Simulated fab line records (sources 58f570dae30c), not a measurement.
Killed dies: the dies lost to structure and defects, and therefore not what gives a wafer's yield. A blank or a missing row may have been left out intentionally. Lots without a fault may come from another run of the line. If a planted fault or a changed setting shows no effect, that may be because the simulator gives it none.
The tool behind it: which one? -- flow berkeley cmos170 -- 13 lots with 39 wafers sampled at 6 steps, on a route of 331 steps

WHAT EACH GAUGE READ, for each wafer
UCB170_V1_OVL_MEAS_13.
lot,measured,on,V1_OVL (nm)
L474,day 8 16:50,overlay-02,3 -5 -6
L475,day 8 18:43,overlay-01,-8 -6 -2
L477,day 9 07:19,overlay-02,-1 7 4
L478,day 9 09:49,overlay-02,-6 -8 -5
L482,day 9 22:38,overlay-02,5 4 4
L483,day 9 23:24,overlay-02,4 1 1
L485,day 11 03:11,overlay-02,-1 -5 -5
L484,day 11 05:19,overlay-02,0 0 -3
L489,day 11 19:25,overlay-02,-1 -3 -6
L490,day 12 07:16,overlay-02,-7 -2 -1
L493,day 12 20:41,overlay-01,2 -9 8
L494,day 13 02:15,overlay-02,1 5 -3
L492,day 13 02:32,overlay-02,4 -5 -4

UCB170_V2_THK_MEAS_04.
lot,measured,on,V2_POLISHED_THK (nm)
L474,day 8 21:25,film metro-02,999.6 999.9 999.3
L475,day 8 23:43,film metro-03,999.3 999.3 999.2
L477,day 9 11:01,film metro-03,999.0 1001.1 999.5
L478,day 9 13:34,film metro-02,998.5 999.6 1000.0
L482,day 10 02:20,film metro-04,999.9 1001.4 1000.3
L483,day 10 03:28,film metro-03,1000.7 1001.0 1001.0
L485,day 11 07:40,film metro-03,997.9 1000.7 998.3
L484,day 11 09:01,film metro-02,1000.1 999.1 998.7
L489,day 12 00:28,film metro-04,999.9 998.0 998.9
L490,day 12 10:59,film metro-02,999.0 1001.1 999.2
L493,day 13 00:24,film metro-04,1000.0 999.2 999.5
L494,day 13 05:50,film metro-02,999.0 1000.2 998.5
L492,day 13 06:18,film metro-03,998.8 1001.4 1001.6

UCB170_M3_RS_MEAS_02: a four-point-probe measurement.
lot,measured,on,M3_AL_RS (ohm/sq)
L474,day 8 23:28,film metro-02,0.0317 0.0319 0.0316
L475,day 9 01:48,film metro-01,0.0318 0.0313 0.0312
L477,day 9 12:49,film metro-01,0.0323 0.0317 0.0321
L478,day 9 16:50,film metro-02,0.0324 0.0324 0.0321
L482,day 10 04:07,film metro-01,0.0324 0.0325 0.0320
L483,day 10 08:48,film metro-02,0.0321 0.0322 0.0322
L485,day 11 09:34,film metro-01,0.0985 0.0320 0.0323
L484,day 11 11:07,film metro-02,0.0318 0.0326 0.0323
L489,day 12 02:36,film metro-01,0.0319 0.0326 0.0317
L490,day 12 13:02,film metro-01,0.0323 0.0323 0.0324
L493,day 13 03:06,film metro-02,0.0324 0.0324 0.0323
L494,day 13 07:40,film metro-03,0.0317 0.0318 0.0321
L492,day 13 08:17,film metro-01,0.0321 0.0316 0.0321

UCB170_M3_THK_MEAS_03: measures by xrf.
lot,measured,on,M3_AL_THK (nm)
L474,day 8 23:35,film metro-02,911 903 909
L475,day 9 01:55,film metro-01,907 916 916
L477,day 9 12:56,film metro-01,888 905 899
L478,day 9 16:57,film metro-02,897 902 899
L482,day 10 04:14,film metro-01,897 893 905
L483,day 10 08:55,film metro-02,905 895 893
L485,day 11 09:41,film metro-01,302 914 901
L484,day 11 11:14,film metro-02,905 882 894
L489,day 12 02:43,film metro-01,905 882 909
L490,day 12 13:08,film metro-01,897 894 893
L493,day 13 03:13,film metro-02,882 888 897
L494,day 13 07:47,film metro-03,908 906 892
L492,day 13 08:23,film metro-01,902 909 899

UCB170_M3_OVL_MEAS_16.
lot,measured,on,M3_OVL (nm)
L474,day 9 01:29,overlay-02,8 14 16
L475,day 9 03:47,overlay-02,2 5 8
L477,day 9 15:31,overlay-01,-6 -16 -4
L478,day 9 19:49,overlay-02,-7 -7 -2
L482,day 10 08:22,overlay-02,2 0 2
L483,day 10 10:58,overlay-02,6 -1 0
L485,day 11 12:52,overlay-02,3 5 0
L484,day 11 14:10,overlay-01,4 9 6
L489,day 12 05:00,overlay-01,4 -2 -7
L490,day 12 16:07,overlay-01,-5 -5 -8
L493,day 13 05:05,overlay-01,-1 8 2
L494,day 13 10:25,overlay-02,7 3 1
L492,day 13 10:59,overlay-01,-3 1 2

EACH LOT AND THE TOOL THAT RAN IT (in order: tool; ch and the chambers of the sampled wafers; start)
lot,UCB170_M3_SPUTTER_01
L474,"pvd sputter-02, day 8 23:23"
L475,"pvd sputter-04, day 9 01:41"
L477,"pvd sputter-03, day 9 12:44"
L478,"pvd sputter-02, day 9 16:45"
L482,"pvd sputter-04, day 10 04:01"
L483,"pvd sputter-04, day 10 08:43"
L485,"pvd sputter-02, day 11 09:28"
L484,"pvd sputter-04, day 11 11:01"
L489,"pvd sputter-04, day 12 02:30"
L490,"pvd sputter-03, day 12 12:55"
L493,"pvd sputter-04, day 13 03:00"
L494,"pvd sputter-04, day 13 07:35"
L492,"pvd sputter-03, day 13 08:10"
- UCB170_M3_SPUTTER_01: material Al, target thk 900 nm, time 120 s.

WHAT THE TOOLS THEMSELVES READ (means of the sampled wafers that have a number; where no wafer has one, the mark that the record gives instead)
UCB170_M3_SPUTTER_01.
lot,tool,throttle valve pct (%)
L474,pvd sputter-02,30.0
L475,pvd sputter-04,29.9
L477,pvd sputter-03,30.8
L478,pvd sputter-02,29.5
L482,pvd sputter-04,29.7
L483,pvd sputter-04,30.5
L485,pvd sputter-02,29.2
L484,pvd sputter-04,29.6
L489,pvd sputter-04,30.2
L490,pvd sputter-03,30.1
L493,pvd sputter-04,29.9
L494,pvd sputter-04,29.3
L492,pvd sputter-03,30.8

THE ANSWER, worked out from the rows above alone
Rule: what is usual is taken from the lots themselves. Put in order of their means at a reading, lots are off if they are a third of the lots or fewer, leave a main group of 4 or more, and stand apart from it by a gap of 3 or more times the standard deviation of the main group's means; of several such gaps the widest counts. If all means in a main group match to the digits the tables above print for the reading, that group is not used. A lot without any number at a reading at which 4 lots or more have one is off too. Where the step has rows for the other lots, those lots are counted as sound. The gauges are gone through in route order, then the tools' own readings, and for those a lot's mean is taken as printed above. At the first step where some lot is off, the reading lying furthest off is the one used; lots without a number count as furthest.
Off: at UCB170_M3_RS_MEAS_02 (M3_AL_RS), L485. Main group: mean 0.0321 ohm/sq, sd 0.00027.
A tool fits if, at a process step before that reading, it ran every lot that is off, and no sound lot after the first of them. The gauges at UCB170_M3_RS_MEAS_02 are tried like those tools. One fits: UCB170_M3_SPUTTER_01 on pvd sputter-02. A fault onset in the window from L478 (day 9 16:45, its last sound lot) to L485 (day 11 09:28, its first lot off) fits.

WHAT THE SIMULATOR HAD INSERTED
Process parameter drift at UCB170_M3_SPUTTER_01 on pvd sputter-02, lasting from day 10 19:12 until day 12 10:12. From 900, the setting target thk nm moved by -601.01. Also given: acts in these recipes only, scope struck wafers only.
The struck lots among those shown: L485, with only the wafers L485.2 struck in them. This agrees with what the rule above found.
